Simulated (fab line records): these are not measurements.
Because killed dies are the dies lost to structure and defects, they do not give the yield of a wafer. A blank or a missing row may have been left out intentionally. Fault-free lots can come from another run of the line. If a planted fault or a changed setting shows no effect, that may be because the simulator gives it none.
One fault through the eyes of 2 desks ; flow berkeley-cmos170 ; numbers are kept per desk, each desk with only its own; the story behind them comes last

AT THE TOOL OWNER'S DESK: rie-diel-04
The tool's own readings at UCB170_CONTACT_ETCH_17 (etches BARC in N2/H2): means of the sampled wafers that have a number, for each lot that ran on this tool. A lot is out of limits, marked OUT, if its mean lies more than 4 standard deviations from the usual mean; the brackets give that distance.
Columns: A = bias-w at UCB170_CONTACT_ETCH_17, usual 100.0 W; B = drypump-motor-current-A at UCB170_CONTACT_ETCH_17, usual 5.7 A; C = oes-product-au at UCB170_CONTACT_ETCH_17, usual 0.997 a.u.; D = throttle-valve-pct at UCB170_CONTACT_ETCH_17, usual 13.33 %
lot;first seen here;A;B;C;D
L132;day 6 19:54;100.0;6.0;0.972;13.20
L133;day 7 02:07;100.1;5.7;1.015;13.31
L145;day 9 14:07;76.2 (-77) OUT;6.0;0.904 (-4.4) OUT;13.27
L144;day 9 17:28;76.3 (-76) OUT;5.9;0.910 (-4.2) OUT;13.23
This desk finds L144, L145 out of limits, L145 being first, at day 9 14:07 (bias-w at UCB170_CONTACT_ETCH_17). In limits: L132, L133.

AT THE METROLOGY DESK
Means of the sampled wafers that have a number, per lot and without regard to the tool the lot ran on: this is what the gauges read. A lot is out of limits, marked OUT, if its mean lies more than 4 standard deviations from the usual mean; the brackets give that distance.
Columns: A = NSD_TW at UCB170_NSD_TW_MEAS_10, usual 4162; B = NSD_RS at UCB170_SDANNEAL_RS_MEAS_03, usual 37.25 ohm/sq; C = CONTACT_OVL at UCB170_CONTACT_OVL_MEAS_16, usual 3 nm
lot;first seen here;A;B;C
L132;day 6 14:00;4116;37.27;1
L133;day 6 17:22;4224;37.20;3
L134;day 6 17:46;4129;37.16;2
L136;day 7 14:07;4170;37.12;6
L138;day 8 01:03;4176;37.36;-6
L145;day 9 07:58;4118;37.27;13
L144;day 9 08:14;4211;37.11;4
L146;day 9 18:47;4205;37.15;-2
L147;day 9 19:05;4087;37.25;0
L149;day 10 10:16;4209;37.22;9
L148;day 10 10:31;4119;37.27;-5
L151;day 10 11:31;4106;37.32;19
L153;day 11 15:13;4103;37.31;-0
L155;day 11 15:20;4210;37.37;8
Finding of this desk: none of the 14 lots has anything out of limits.

PUT TOGETHER
On L144, L145, at day 9 14:07, an alarm was possible from the tool owner's desk.
Metrology desk: nothing out of limits seen.
The metrology desk has L144, L145 on record, within its limits.
On rie-diel-04, each named lot ran UCB170_CONTACT_ETCH_17.

WHAT WAS PUT IN BY THE SIMULATOR
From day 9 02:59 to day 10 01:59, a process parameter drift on rie-diel-04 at UCB170_CONTACT_ETCH_17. From 100, the setting bias-w moved by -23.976. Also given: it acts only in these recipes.
Shown lots that were struck: L144, L145.
Delay in hours, fault start to first out-of-limits reading, by desk: the tool owner's desk at 11.
